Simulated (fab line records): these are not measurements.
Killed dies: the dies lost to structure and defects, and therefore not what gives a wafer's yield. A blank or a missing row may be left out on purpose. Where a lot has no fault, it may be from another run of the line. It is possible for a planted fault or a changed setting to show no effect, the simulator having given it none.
Which tool was responsible? + flow ritCmos + 7 lots, 21 wafers sampled, at 1 step of a route of 202

## WHAT EACH GAUGE READ, for each wafer
RIT_NWELL_TW_MEAS_10.
| lot  | measured    | on           | NWELL_TW       |
|------|-------------|--------------|----------------|
| L693 | day 2 09:53 | filmMetro-02 | 2165 2172 2156 |
| L696 | day 3 01:53 | filmMetro-02 | 2160 2153 2161 |
| L698 | day 3 16:20 | filmMetro-02 | 2182 2168 2175 |
| L700 | day 4 01:32 | filmMetro-03 | 2144 2139 2133 |
| L703 | day 4 15:03 | filmMetro-01 | 2159 2157 2148 |
| L707 | day 5 10:18 | filmMetro-01 | 2142 2139 2131 |
| L712 | day 6 09:29 | filmMetro-01 | 2149 2145 2161 |

## TOOL THAT RAN EACH LOT (tool first, then ch and the chambers of the sampled wafers, then the start)
The record shows no process step preceding these readings.

## THE ANSWER, worked out from the rows above alone
Rule: usual is defined by the lots themselves. Put in order of their means at a reading, lots are off if they are a third of the lots or fewer, leave a main group of 4 or more, and stand apart from it by a gap of 3 or more times the standard deviation of the main group's means; of several such gaps the widest counts. A main group whose means are all the same, to the digits that the tables above print for the reading, isn't used. Also off: a lot with no number at a reading for which 4 or more lots have one. Where the step has rows for the other lots, those lots are counted as sound.
Across all readings shown, no lot is off: no conclusion can be drawn from this.

## WHAT HAD BEEN PUT IN BY THE SIMULATOR
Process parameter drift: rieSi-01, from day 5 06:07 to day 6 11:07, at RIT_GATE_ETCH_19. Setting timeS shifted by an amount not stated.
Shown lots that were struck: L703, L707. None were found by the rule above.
